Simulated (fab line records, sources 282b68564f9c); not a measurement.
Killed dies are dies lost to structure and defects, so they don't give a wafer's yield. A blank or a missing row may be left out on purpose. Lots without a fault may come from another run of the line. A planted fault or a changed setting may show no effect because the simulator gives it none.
A sampling plan put to the test | flow rit_cmos | one fab line, 8 faults that these records tell of, each judged on the records of the lots that it struck
The plan is the line's own looks: the steps of the route at which a gauge or an inspection reads the wafer and doesn't change it. A look can be judged if struck wafers have a number there and the file gives its usual mean and standard deviation on fault-free wafers. Caught: at a look after the fault's first step, the mean of the struck wafers lies 4 or more of those standard deviations (sigma) from the usual mean. On the tool: the same test on the tool's own readings at the fault's steps. Another recipe on the struck wafers, or a record that is blank for them alone, also counts as caught.

THE FAULTS, as the simulator had put them in
1. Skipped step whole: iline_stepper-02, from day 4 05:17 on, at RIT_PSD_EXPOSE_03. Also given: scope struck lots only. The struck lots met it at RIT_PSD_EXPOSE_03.
2. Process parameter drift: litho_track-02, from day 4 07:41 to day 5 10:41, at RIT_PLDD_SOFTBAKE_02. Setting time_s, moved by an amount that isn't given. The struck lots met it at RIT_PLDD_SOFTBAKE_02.
3. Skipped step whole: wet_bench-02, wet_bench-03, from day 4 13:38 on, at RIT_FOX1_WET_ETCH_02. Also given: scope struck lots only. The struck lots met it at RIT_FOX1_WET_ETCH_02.
4. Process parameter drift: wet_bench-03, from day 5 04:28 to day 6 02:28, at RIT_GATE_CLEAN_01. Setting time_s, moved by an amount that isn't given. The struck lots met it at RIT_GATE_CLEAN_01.
5. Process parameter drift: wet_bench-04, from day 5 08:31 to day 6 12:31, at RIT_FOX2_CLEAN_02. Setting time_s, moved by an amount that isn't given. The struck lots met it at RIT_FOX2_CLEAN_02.
6. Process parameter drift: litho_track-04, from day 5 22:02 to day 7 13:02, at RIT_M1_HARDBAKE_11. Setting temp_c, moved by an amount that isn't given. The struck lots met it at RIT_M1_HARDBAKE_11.
7. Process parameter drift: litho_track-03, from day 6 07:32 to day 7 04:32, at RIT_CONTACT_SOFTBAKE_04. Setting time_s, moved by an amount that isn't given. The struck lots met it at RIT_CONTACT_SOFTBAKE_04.
8. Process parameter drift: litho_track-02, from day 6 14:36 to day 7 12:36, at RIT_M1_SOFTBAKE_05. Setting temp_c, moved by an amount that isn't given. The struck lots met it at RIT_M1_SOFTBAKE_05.

WHAT THE PLAN SAW
fault | on the tool itself                               | first look that catches it     | reading, sigma | median hours from its first step to that look | hours from the fault's start to the first struck lot there | judged looks passed uncaught
1     | no reading that can be judged                    | no look after it can be judged | -              | -                                             | -                                                          | 0
2     | run_length_s +44 sigma                           | no look after it can be judged | -              | -                                             | -                                                          | 0
3     | the tool's record is blank for the struck wafers | no look after it can be judged | -              | -                                             | -                                                          | 0
4     | run_length_s +10 sigma                           | no look after it can be judged | -              | -                                             | -                                                          | 0
5     | run_length_s -5.2 sigma                          | no look after it can be judged | -              | -                                             | -                                                          | 0
6     | heater_power_total_W -44 sigma                   | no look after it can be judged | -              | -                                             | -                                                          | 0
7     | run_length_s +13 sigma                           | no look after it can be judged | -              | -                                             | -                                                          | 0
8     | heater_power_total_W +23 sigma                   | no look after it can be judged | -              | -                                             | -                                                          | 0
A dash: the fault isn't caught, or these records don't give the number.

Caught at a look: 0 of 8. Caught on the tool: 7 of 8. By one or the other: 7 of 8.
Caught on the tool alone: faults 2, 3, 4, 5, 6, 7, 8.
Caught by neither: fault 1.
